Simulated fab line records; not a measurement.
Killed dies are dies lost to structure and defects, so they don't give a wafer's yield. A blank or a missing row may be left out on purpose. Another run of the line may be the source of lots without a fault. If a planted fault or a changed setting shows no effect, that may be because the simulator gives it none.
Split-lot trial -- flow berkeley_cmos170 -- route with 331 steps; 5 lots, 23 wafers read

## THE SPLIT ITSELF
At UCB170_NVT_IMPLANT_07, the setting energy_kev was moved away from the recipe's 50 on 8 of the 23 wafers read, by -5.8% to +4.5%. For the rest of the wafers, this setting stayed at what the recipe calls for.

The split's own step is where the reading is taken.

## THE READING
In nm, at UCB170_NVT_IMPLANT_07: implant.drp_nm, which is the simulator's own figure and was read by no gauge. There is no usual value for it anywhere in the file.

wafer,"tool, chamber at the split",energy_kev as run,against the recipe,"implant.drp_nm, nm",against lot-mates on the recipe
L075.1,"implanter-03, 0",47.09,-5.8%,17.79,-0.78
L075.2,"implanter-03, 0",47.09,-5.8%,17.79,-0.78
L075.4,"implanter-03, 0",47.09,-5.8%,17.79,-0.78
L075.3,"implanter-03, 0",50,recipe,18.57,-
L075.5,"implanter-03, 0",50,recipe,18.57,-
L076.1,"implanter-03, 0",50,recipe,18.57,-
L076.3,"implanter-03, 0",50,recipe,18.57,-
L076.4,"implanter-03, 0",50,recipe,18.57,-
L076.5,"implanter-03, 0",50,recipe,18.57,-
L076.6,"implanter-03, 0",50,recipe,18.57,-
L078.1,"implanter-01, 0",50,recipe,18.57,-
L078.3,"implanter-01, 0",50,recipe,18.57,-
L078.5,"implanter-01, 0",50,recipe,18.57,-
L079.1,"implanter-02, 0",52.15,+4.3%,19.14,+0.57
L079.6,"implanter-02, 0",52.15,+4.3%,19.14,+0.57
L079.2,"implanter-02, 0",50,recipe,18.57,-
L079.3,"implanter-02, 0",50,recipe,18.57,-
L079.5,"implanter-02, 0",50,recipe,18.57,-
L082.1,"implanter-02, 0",52.26,+4.5%,19.17,+0.60
L082.2,"implanter-02, 0",52.26,+4.5%,19.17,+0.60
L082.4,"implanter-02, 0",52.26,+4.5%,19.17,+0.60
L082.3,"implanter-02, 0",50,recipe,18.57,-
L082.6,"implanter-02, 0",50,recipe,18.57,-

THE FIT
A straight line over all 23 wafers: implant.drp_nm changes by +0.133 nm for each +1% of energy_kev; r = +1.00; the points scatter about the line by 0.0017 nm.
The same after taking each lot's own level away (the mean of its wafers on the recipe; 23 wafers): +0.133 nm for each +1%; r = +1.00; scatter 0.0017 nm.
On that fit, the largest move of energy_kev shifts the reading by 0.78 nm.
The lots' own levels span 18.570 to 18.570 nm.
Hence the lot-to-lot level has little effect on the slope; both slopes agree.
Check: -0.777 nm against its lot-mates is what the line predicts for one of the wafers moved furthest among these (-5.8%) when that wafer is left out of the fit. Against them it came out at -0.78 nm.

## THE OTHER SPLITS THESE WAFERS WENT THROUGH
Note: prior to the reading, these wafers also went through further splits. Each is held against what the fit with the lots' levels taken away leaves over:
other split on the same wafers,wafers away from the commonest value,r with implant.drp_nm (lot level and that fit taken away)
UCB170_START_OXIDATION_02 ox_time_s,15,-0.03
UCB170_ZERO_STRIP_07 o2_flow_sccm,9,+0.20
UCB170_NWELL_CVD_04 sih2cl2_flow_sccm,15,+0.28
UCB170_PWELL_CVD_05 pressure_mtorr,15,+0.35
UCB170_ACTIVE_CVD_05 temp_c,18,+0.29
UCB170_ACTIVE_SOFTBAKE_09 time_s,2,+0.33
UCB170_FIELD_OXIDATION_01 ox_time_s,18,-0.19

## THE WHOLE CHAIN: every reading that the file lists as answering this split, in the file's order
step,what it does,reading,change (the file's fit),r (the file's)
UCB170_NVT_IMPLANT_07,,"implant.rp_nm (the simulator's own value, which no gauge read)",+0.369 nm for each +1% of the setting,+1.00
UCB170_NVT_IMPLANT_07,,"implant.drp_nm (the simulator's own value, which no gauge read)",+0.134 nm for each +1% of the setting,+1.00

## FILE'S OWN FIT
implant.drp_nm changes by +0.134 nm for each +1% of energy_kev, r = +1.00.
